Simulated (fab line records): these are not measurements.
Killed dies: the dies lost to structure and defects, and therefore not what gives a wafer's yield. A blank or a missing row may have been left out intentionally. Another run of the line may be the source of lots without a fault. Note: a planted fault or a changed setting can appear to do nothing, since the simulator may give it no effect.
One fault through the eyes of 2 desks    flow berkeley cmos170    each desk holds nothing but its own numbers, with what lay behind them at the end

THE METROLOGY DESK
What the gauges read, lot by lot, whatever tool the lot ran on: means of the sampled wafers that have a number. Any lot whose mean is over 4 standard deviations away from the usual mean is out of limits and marked OUT; that distance is given in the brackets.
Columns: A = cd nm at UCB170_ACTIVE_CD_MEAS_90, usual 1199.2 nm; B = SACOX_OXIDE_THK at UCB170_SACOX_THK_MEAS_02, usual 14.56 nm; C = NLDD_OVL at UCB170_NLDD_OVL_MEAS_07, usual 2 nm; D = SPACER_TEOS_THK at UCB170_SPACER_THK_MEAS_01, usual 375 nm
lot   first seen here  A       B      C              D
L856  day 4 20:22      1199.1  14.38  0              370
L857  day 4 20:38      1199.6  14.94  -4             376
L859  day 5 13:44      1198.7  14.99  5              377
L860  day 5 13:59      1197.9  14.48  -2             377
L861  day 5 14:07      1200.5  14.60  9              371
L862  day 5 23:43      1199.3  14.67  13             378
L863  day 6 03:38      1201.1  14.77  -7             380
L864  day 6 04:08      1198.8  14.59  4              370
L866  day 6 12:06      1197.2  14.59  5              375
L868  day 7 11:55      1198.9  14.08  3              371
L869  day 7 12:04      1200.9  14.32  -1             378
L867  day 7 12:07      1200.0  14.30  -2             373
L875  day 8 14:56      1199.7  14.63  315 (+50) OUT  378
L874  day 8 15:13      1201.1  14.35  322 (+52) OUT  378
L876  day 9 04:12      1199.2  14.83  318 (+51) OUT  376
This desk's finding: out of limits on L874, L875, L876; first on L874, day 11 08:47 (NLDD_OVL at UCB170_NLDD_OVL_MEAS_07). Within limits: L856, L857, L859, L860, L861, L862, L863, L864, L866, L868, L869, L867.

FOR THE TOOL OWNER'S DESK: krf scanner-01
The tool's own readings at UCB170_NLDD_EXPOSE_03 (exposes mask NSELECT, target cd 1200 nm): means of the sampled wafers that have a number, for each lot that ran on this tool. Any lot whose mean is over 4 standard deviations away from the usual mean is out of limits and marked OUT; that distance is given in the brackets.
Columns: A = stage vel mm s at UCB170_NLDD_EXPOSE_03, usual 500.00 mm/s
lot   first seen here  A
L856  day 7 11:05      500.12
L857  day 7 11:45      499.97
L859  day 8 01:16      499.98
L860  day 8 01:56      500.06
L866  day 8 20:32      500.06
L864  day 8 21:26      499.95
L868  day 9 23:26      500.03
L874  day 11 08:12     500.10
L875  day 11 08:19     499.82
L876  day 12 00:59     499.83
Result from this desk: across the 10 lots, nothing is out of limits.

PUT TOGETHER
An alarm was possible from the metrology desk at day 11 08:47, on L874, L875, L876.
The desk of the tool owner found nothing out of limits.
On record at the tool owner's desk: L874, L875, L876, within its limits.
On krf scanner-01, each named lot ran UCB170_NLDD_EXPOSE_03.

WHAT THE SIMULATOR HAD INSERTED
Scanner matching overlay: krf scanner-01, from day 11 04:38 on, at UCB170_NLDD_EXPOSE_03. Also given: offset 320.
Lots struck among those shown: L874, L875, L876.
Per desk, hours elapsed from the start of the fault to the first reading out of limits: for the metrology desk, 4.
